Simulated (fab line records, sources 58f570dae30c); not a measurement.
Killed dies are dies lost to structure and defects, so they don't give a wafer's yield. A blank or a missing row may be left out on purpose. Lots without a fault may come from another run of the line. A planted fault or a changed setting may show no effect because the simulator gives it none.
Chamber matching | flow berkeley_cmos170 | UCB170_V2_CMP_02 on cmp-01: 4 sister chambers
The step polishes SiO2. 14 wafers are shown with their chamber, then 7 later ones without.

WAFERS WITH THEIR CHAMBER
wafer  | chamber | motor_current_A (A) | slurry_filter_dp_kPa (kPa)
L245.1 | 3       | 14.1                | 13.47
L245.4 | 1       | 14.9                | 13.57
L245.6 | 3       | 14.6                | 13.45
L248.4 | 3       | 14.6                | 13.58
L248.5 | 1       | 15.6                | 13.49
L248.6 | 2       | 16.1                | 13.65
L252.2 | 2       | 16.1                | 13.62
L252.5 | 3       | 14.9                | 13.55
L252.6 | 0       | 16.4                | 13.56
L254.1 | 3       | 14.5                | 13.82
L254.3 | 0       | 16.5                | 13.61
L254.6 | 1       | 15.6                | 13.44
L257.1 | 0       | 16.1                | 13.30
L257.5 | 1       | 15.2                | 13.64

SIGNATURES (means of the wafers above)
reading              | chamber 0 | chamber 1 | chamber 2 | chamber 3 | scatter within a chamber
motor_current_A      | 16.333    | 15.325    | 16.100    | 14.540    | 0.277
slurry_filter_dp_kPa | 13.4900   | 13.5350   | 13.6350   | 13.5740   | 0.129
Rule: a wafer's distance from a chamber is the root of the sum, over the readings, of the square of ((its reading less the chamber's mean) divided by the reading's scatter). The wafer belongs to the nearest chamber; if the next one is less than 2 further off, it can't be placed. The scatter: the root of (the sum of the squares of (reading less its chamber's mean) over the shown wafers, divided by (wafers less chambers)).

WAFERS WITHOUT THEIR CHAMBER
wafer  | motor_current_A (A) | slurry_filter_dp_kPa (kPa)
L257.6 | 16.6                | 13.48
L259.1 | 15.4                | 13.48
L259.3 | 16.4                | 13.41
L259.6 | 15.5                | 13.81
L265.1 | 16.2                | 13.44
L265.2 | 15.1                | 13.62
L265.6 | 16.5                | 13.40

WHICH CHAMBER EACH WENT THROUGH
wafer  | from the rows above               | in truth
L257.6 | can't be placed: 0 or 2           | 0
L259.1 | 1                                 | 1
L259.3 | can't be placed: 0 or 2           | 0
L259.6 | can't be placed: 1 or 2 or 0 or 3 | 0
L265.1 | can't be placed: 0 or 2           | 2
L265.2 | can't be placed: 1 or 3           | 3
L265.6 | can't be placed: 0 or 2           | 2
Placed correctly: 1 of 7. Can't be placed from these rows: 6 (the true chamber is among the candidates in 6). Placed wrongly: 0.
